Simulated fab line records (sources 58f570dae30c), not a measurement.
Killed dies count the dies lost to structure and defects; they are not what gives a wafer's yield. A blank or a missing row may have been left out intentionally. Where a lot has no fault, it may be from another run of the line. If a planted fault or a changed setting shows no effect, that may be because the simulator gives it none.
Split-lot experiment / flow berkeley-cmos170 / 23 wafers read across 5 lots, on a route 331 steps long

== THE SPLIT ITSELF ==
At UCB170_START_OXIDATION_02 (target thk 20 nm, ox time 1800 s), the setting ox-time-s was moved away from the recipe's 1800 s on 10 of the 23 wafers read, by -7.4% to +12.6%. This setting was run at the recipe's value on the other wafers.

Between the split and the reading, the file records no step.

== THE READING ==
START_OXIDE_THK at UCB170_START_THK_MEAS_03, in nm. A value of 19.82 nm with a standard deviation of 0.27 nm is what fault-free wafers of this fab line usually give.

wafer=L074.1; tool, chamber at the split=-, -; ox-time-s as run, s=1800; against the recipe=recipe; START_OXIDE_THK, nm=20.00; against lot-mates on the recipe=-
wafer=L074.2; tool, chamber at the split=-, -; ox-time-s as run, s=1800; against the recipe=recipe; START_OXIDE_THK, nm=19.57; against lot-mates on the recipe=-
wafer=L074.4; tool, chamber at the split=-, -; ox-time-s as run, s=1800; against the recipe=recipe; START_OXIDE_THK, nm=19.82; against lot-mates on the recipe=-
wafer=L074.5; tool, chamber at the split=-, -; ox-time-s as run, s=1800; against the recipe=recipe; START_OXIDE_THK, nm=19.62; against lot-mates on the recipe=-
wafer=L074.6; tool, chamber at the split=-, -; ox-time-s as run, s=1800; against the recipe=recipe; START_OXIDE_THK, nm=19.91; against lot-mates on the recipe=-
wafer=L076.1; tool, chamber at the split=-, -; ox-time-s as run, s=1667; against the recipe=-7.4%; START_OXIDE_THK, nm=18.99; against lot-mates on the recipe=no lot-mate on the recipe
wafer=L076.2; tool, chamber at the split=-, -; ox-time-s as run, s=1667; against the recipe=-7.4%; START_OXIDE_THK, nm=19.22; against lot-mates on the recipe=no lot-mate on the recipe
wafer=L076.3; tool, chamber at the split=-, -; ox-time-s as run, s=1667; against the recipe=-7.4%; START_OXIDE_THK, nm=18.77; against lot-mates on the recipe=no lot-mate on the recipe
wafer=L076.4; tool, chamber at the split=-, -; ox-time-s as run, s=1667; against the recipe=-7.4%; START_OXIDE_THK, nm=18.86; against lot-mates on the recipe=no lot-mate on the recipe
wafer=L076.5; tool, chamber at the split=-, -; ox-time-s as run, s=1667; against the recipe=-7.4%; START_OXIDE_THK, nm=19.03; against lot-mates on the recipe=no lot-mate on the recipe
wafer=L079.1; tool, chamber at the split=-, -; ox-time-s as run, s=1800; against the recipe=recipe; START_OXIDE_THK, nm=20.06; against lot-mates on the recipe=-
wafer=L079.3; tool, chamber at the split=-, -; ox-time-s as run, s=1800; against the recipe=recipe; START_OXIDE_THK, nm=20.02; against lot-mates on the recipe=-
wafer=L079.4; tool, chamber at the split=-, -; ox-time-s as run, s=1800; against the recipe=recipe; START_OXIDE_THK, nm=20.05; against lot-mates on the recipe=-
wafer=L079.5; tool, chamber at the split=-, -; ox-time-s as run, s=1800; against the recipe=recipe; START_OXIDE_THK, nm=20.18; against lot-mates on the recipe=-
wafer=L079.6; tool, chamber at the split=-, -; ox-time-s as run, s=1800; against the recipe=recipe; START_OXIDE_THK, nm=19.91; against lot-mates on the recipe=-
wafer=L081.1; tool, chamber at the split=furnace-02, 0; ox-time-s as run, s=1800; against the recipe=recipe; START_OXIDE_THK, nm=19.88; against lot-mates on the recipe=-
wafer=L081.4; tool, chamber at the split=furnace-02, 0; ox-time-s as run, s=1800; against the recipe=recipe; START_OXIDE_THK, nm=20.17; against lot-mates on the recipe=-
wafer=L081.6; tool, chamber at the split=furnace-02, 0; ox-time-s as run, s=1800; against the recipe=recipe; START_OXIDE_THK, nm=19.66; against lot-mates on the recipe=-
wafer=L083.1; tool, chamber at the split=-, -; ox-time-s as run, s=2026; against the recipe=+12.6%; START_OXIDE_THK, nm=21.80; against lot-mates on the recipe=no lot-mate on the recipe
wafer=L083.3; tool, chamber at the split=-, -; ox-time-s as run, s=2026; against the recipe=+12.6%; START_OXIDE_THK, nm=21.44; against lot-mates on the recipe=no lot-mate on the recipe
wafer=L083.4; tool, chamber at the split=-, -; ox-time-s as run, s=2026; against the recipe=+12.6%; START_OXIDE_THK, nm=21.65; against lot-mates on the recipe=no lot-mate on the recipe
wafer=L083.5; tool, chamber at the split=-, -; ox-time-s as run, s=2026; against the recipe=+12.6%; START_OXIDE_THK, nm=21.48; against lot-mates on the recipe=no lot-mate on the recipe
wafer=L083.6; tool, chamber at the split=-, -; ox-time-s as run, s=2026; against the recipe=+12.6%; START_OXIDE_THK, nm=21.45; against lot-mates on the recipe=no lot-mate on the recipe

FIT RESULTS
A straight line over all 23 wafers: START_OXIDE_THK changes by +0.13 nm for each +1% of ox-time-s; r = +0.98; the points scatter about the line by 0.18 nm.
Too few moved wafers have a lot-mate on the recipe to fit a line with each lot's own level taken away.

== THE WHOLE CHAIN: every reading that the file lists as answering this split, in the file's order ==
step=UCB170_START_OXIDATION_02; what it does=target thk 20 nm, ox time 1800 s; reading=SiO2_of_START_OXIDATION_02.thk-nm (the simulator's own value, which no gauge read); change (the file's fit)=+0.13 nm for each +1% of the setting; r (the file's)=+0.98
step=UCB170_START_THK_MEAS_03; what it does=; reading=START_OXIDE_THK; change (the file's fit)=+0.13 for each +1% of the setting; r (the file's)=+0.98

== FILE'S OWN FIT ==
START_OXIDE_THK changes by +0.13 nm for each +1% of ox-time-s, r = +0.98.
